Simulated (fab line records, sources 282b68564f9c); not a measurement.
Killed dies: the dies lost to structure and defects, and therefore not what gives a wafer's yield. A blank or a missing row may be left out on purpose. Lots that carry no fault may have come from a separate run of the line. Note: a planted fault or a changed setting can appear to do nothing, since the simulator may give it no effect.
A lot that was struck, set against a sound lot | flow rit_cmos | 21 out of 202 route steps
Sound: these wafers, L180.3, L180.4, L180.6. The struck wafers were L186.3, L186.4, L186.5. The cause comes at the end.
At each step with rows: each side's tool, then ch and its chambers, then its first start. Under that, the readings that differ: sound wafers | struck wafers | difference of the means | sigmas: that difference in standard deviations of wafers without a fault.
alike: readings whose means differ by less than 2 such deviations, and words and numbers that are the same on both sides. not compared: withheld readings, readings that some wafer has no value for, bounds like >300 that may hide the same value, and numbers for which the record gives no deviation and whose values overlap.
Wherever a step has rows on one side only, a row that says differs or no value, or a row with sigmas, the two part there. Non-overlapping numbers with no deviation appear without sigmas and do not part them. A reading that every wafer of one side lacks parts them only if that side has two wafers or more.

first, 6 steps without rows for these wafers: RIT_NLDD_HMDS_00 (prime time 60 s); RIT_NLDD_COAT_01 (resist thk 1000 nm); RIT_NLDD_SOFTBAKE_02 (time 60 s); RIT_NLDD_EXPOSE_03 (exposes mask M7, target cd 40700 nm); RIT_NLDD_PEB_04; RIT_NLDD_DEVELOP_05 (develop time 50 s).
RIT_NLDD_OVL_MEAS_06:
  sound on overlay-01, day 5 01:10; struck on overlay-02, day 6 06:14
  reading       | sound       | struck         | difference | sigmas
  NLDD_OVL (nm) | 1.3 0.9 1.4 | -0.3 -2.8 -1.3 | -2.7       | -2
then, 2 steps without rows for these wafers: RIT_NLDD_HARDBAKE_07 (time 60 s); RIT_NLDD_IMPLANT_08.
RIT_NLDD_STRIP_09: strips in O2, time 180 s.
  sound on plasma_asher-02 ch 0,1, day 5 01:32; struck on plasma_asher-02 ch 0,1, day 6 06:41
  alike: drypump_motor_current_A
  not compared: rf_hours_counter_h
RIT_NLDD_TW_MEAS_10:
  sound on film_metro-02, day 5 01:40; struck on film_metro-02, day 6 06:49
  alike: NLDD_TW
then, 1 step without rows for these wafers: RIT_PLDD_HMDS_00 (prime time 60 s).
RIT_PLDD_COAT_01: resist thk 1000 nm.
  sound on litho_track-04 ch 0, day 5 01:55; struck on litho_track-04 ch 0, day 6 07:04
  reading                                   | sound                | struck               | difference | sigmas
  spin_speed_rpm (rpm)                      | 3247.8 3247.5 3251.0 | 3367.3 3368.7 3372.9 | +120.9     | +55
  model.NOVOLAK_of_PLDD_COAT_01.thk_nm (nm) | 1003 1001 1002       | 977.9 980.3 978.3    | -23.2      |
  alike: exhaust_pa
then, 4 steps without rows for these wafers: RIT_PLDD_SOFTBAKE_02 (time 60 s); RIT_PLDD_EXPOSE_03 (exposes mask M8, target cd 40900 nm); RIT_PLDD_PEB_04; RIT_PLDD_DEVELOP_05 (develop time 50 s).
RIT_PLDD_OVL_MEAS_06:
  sound on overlay-01, day 5 02:35; struck on overlay-02, day 6 07:51
  alike: PLDD_OVL
RIT_PLDD_HARDBAKE_07: time 60 s.
  sound on litho_track-04 ch 0, day 5 02:39; struck on litho_track-02 ch 0, day 6 07:55
  reading                                   | sound             | struck            | difference | sigmas
  model.NOVOLAK_of_PLDD_COAT_01.thk_nm (nm) | 886.2 884.9 885.5 | 864.5 866.6 864.8 | -20.2      |
  alike: exhaust_pa
then, 1 step without rows for these wafers: RIT_PLDD_IMPLANT_08.
RIT_M1_PROBE_99:
  sound wafers here have rows in the record (prober-01, day 5 17:46); struck ones have none

== WHERE THEY PART ==
Last at RIT_M1_PROBE_99 as far as this record goes, first at RIT_NLDD_OVL_MEAS_06.

WHY: whatever the simulator had introduced
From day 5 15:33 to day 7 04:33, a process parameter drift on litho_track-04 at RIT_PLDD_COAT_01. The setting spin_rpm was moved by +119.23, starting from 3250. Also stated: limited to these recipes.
